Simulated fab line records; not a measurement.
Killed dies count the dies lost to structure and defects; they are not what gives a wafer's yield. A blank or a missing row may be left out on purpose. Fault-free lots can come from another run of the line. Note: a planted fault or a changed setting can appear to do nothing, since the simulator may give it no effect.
Split-lot trial | flow rit cmos | 23 wafers read across 5 lots, on a route 202 steps long

ABOUT THE SPLIT
At RIT_PRETRO_COAT_01 (resist thk 1300 nm), the setting spin rpm was moved away from the recipe's 2000 rpm on 9 of the 23 wafers read, by -7.1% to -2.4%. For the rest of the wafers, this setting stayed at what the recipe calls for.

FROM THE SPLIT TO THE READING: what the file shows between them, 3 steps
- RIT_PRETRO_SOFTBAKE_02: time 60 s
- RIT_PRETRO_EXPOSE_03: exposes mask M5, target cd 43700 nm
- RIT_PRETRO_DEVELOP_05: develop time 68 s

THE READING
NOVOLAK_of_PRETRO_COAT_01.thk nm (the simulator's own value, which no gauge read), in nm, at RIT_PRETRO_HARDBAKE_07 (time 120 s). There is no usual value for it anywhere in the file. Here, 14 wafers ran the recipe; their average is 1140 nm with a standard deviation of 2.4 nm.

wafer  | tool, chamber at the split | spin rpm as run, rpm | against the recipe | NOVOLAK_of_PRETRO_COAT_01.thk nm, nm | against lot-mates on the recipe
L074.1 | litho track-02, 0          | 2000                 | recipe             | 1141                                 | -
L074.2 | litho track-02, 0          | 1858                 | -7.1%              | 1177                                 | +38
L074.3 | litho track-02, 0          | 2000                 | recipe             | 1137                                 | -
L074.4 | litho track-02, 0          | 1858                 | -7.1%              | 1178                                 | +39
L074.6 | litho track-02, 0          | 1858                 | -7.1%              | 1176                                 | +37
L076.1 | litho track-02, 0          | 1902                 | -4.9%              | 1171                                 | +30
L076.2 | litho track-02, 0          | 1902                 | -4.9%              | 1168                                 | +26
L076.4 | litho track-02, 0          | 2000                 | recipe             | 1140                                 | -
L076.5 | litho track-02, 0          | 2000                 | recipe             | 1143                                 | -
L076.6 | litho track-02, 0          | 1902                 | -4.9%              | 1173                                 | +32
L078.1 | litho track-03, 0          | 2000                 | recipe             | 1136                                 | -
L078.2 | litho track-03, 0          | 2000                 | recipe             | 1139                                 | -
L078.3 | litho track-03, 0          | 2000                 | recipe             | 1140                                 | -
L079.1 | litho track-03, 0          | 2000                 | recipe             | 1137                                 | -
L079.6 | litho track-03, 0          | 2000                 | recipe             | 1137                                 | -
L079.2 | litho track-03, 0          | 2000                 | recipe             | 1140                                 | -
L079.4 | litho track-03, 0          | 2000                 | recipe             | 1140                                 | -
L079.5 | litho track-03, 0          | 2000                 | recipe             | 1139                                 | -
L084.1 | litho track-02, 0          | 2000                 | recipe             | 1141                                 | -
L084.2 | litho track-02, 0          | 1951                 | -2.4%              | 1155                                 | +12
L084.4 | litho track-02, 0          | 1951                 | -2.4%              | 1156                                 | +13
L084.5 | litho track-02, 0          | 2000                 | recipe             | 1145                                 | -
L084.6 | litho track-02, 0          | 1951                 | -2.4%              | 1160                                 | +17

THE FIT
A straight line over all 23 wafers: NOVOLAK_of_PRETRO_COAT_01.thk nm changes by -5.61 nm for each +1% of spin rpm; r = -0.98; the points scatter about the line by 3 nm.
The same after taking each lot's own level away (the mean of its wafers on the recipe; 23 wafers): -5.53 nm for each +1%; r = -0.99; scatter 2 nm.
The reading moves by 39 nm for the largest change in spin rpm, on that fit.
Across the lots, their own levels run from 1138.3 to 1143.0 nm, a range of 2.0 times the standard deviation given above.
Consequently the slope shifts little with the lot-to-lot level, the two slopes agreeing.
Check: with one of the wafers moved furthest among these (-7.1%) left out of the fit, the line predicts +39.8 nm for it against its lot-mates. It came out at +38 nm against them.

OTHER SPLITS APPLIED TO THESE WAFERS
Before the reading, these wafers also passed through other splits. Each is held against what the fit with the lots' levels taken away leaves over:
other split on the same wafers   | wafers away from the commonest value | r with NOVOLAK_of_PRETRO_COAT_01.thk nm (lot level and that fit taken away)
RIT_ACTIVE_OXIDATION_01 temp c   | 15                                   | +0.02
RIT_FOX1_OXIDATION_00 temp c     | 18                                   | -0.06
RIT_NWELL_COAT_01 spin rpm       | 6                                    | +0.01
RIT_NRETRO_COAT_01 resist thk nm | 5                                    | -0.07
RIT_NRETRO_IMPLANT_08 energy kev | 6                                    | -0.08

THE WHOLE CHAIN: every reading that the file lists as answering this split, in the file's order
step                   | what it does       | reading                                                                           | change (the file's fit)              | r (the file's)
RIT_PRETRO_COAT_01     | resist thk 1300 nm | NOVOLAK_of_PRETRO_COAT_01.thk nm (the simulator's own value, which no gauge read) | -6.44 nm for each +1% of the setting | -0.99
RIT_PRETRO_HARDBAKE_07 | time 120 s         | NOVOLAK_of_PRETRO_COAT_01.thk nm (the simulator's own value, which no gauge read) | -5.54 nm for each +1% of the setting | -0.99

THE FILE'S OWN FIT
NOVOLAK_of_PRETRO_COAT_01.thk nm changes by -5.54 nm for each +1% of spin rpm, r = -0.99.
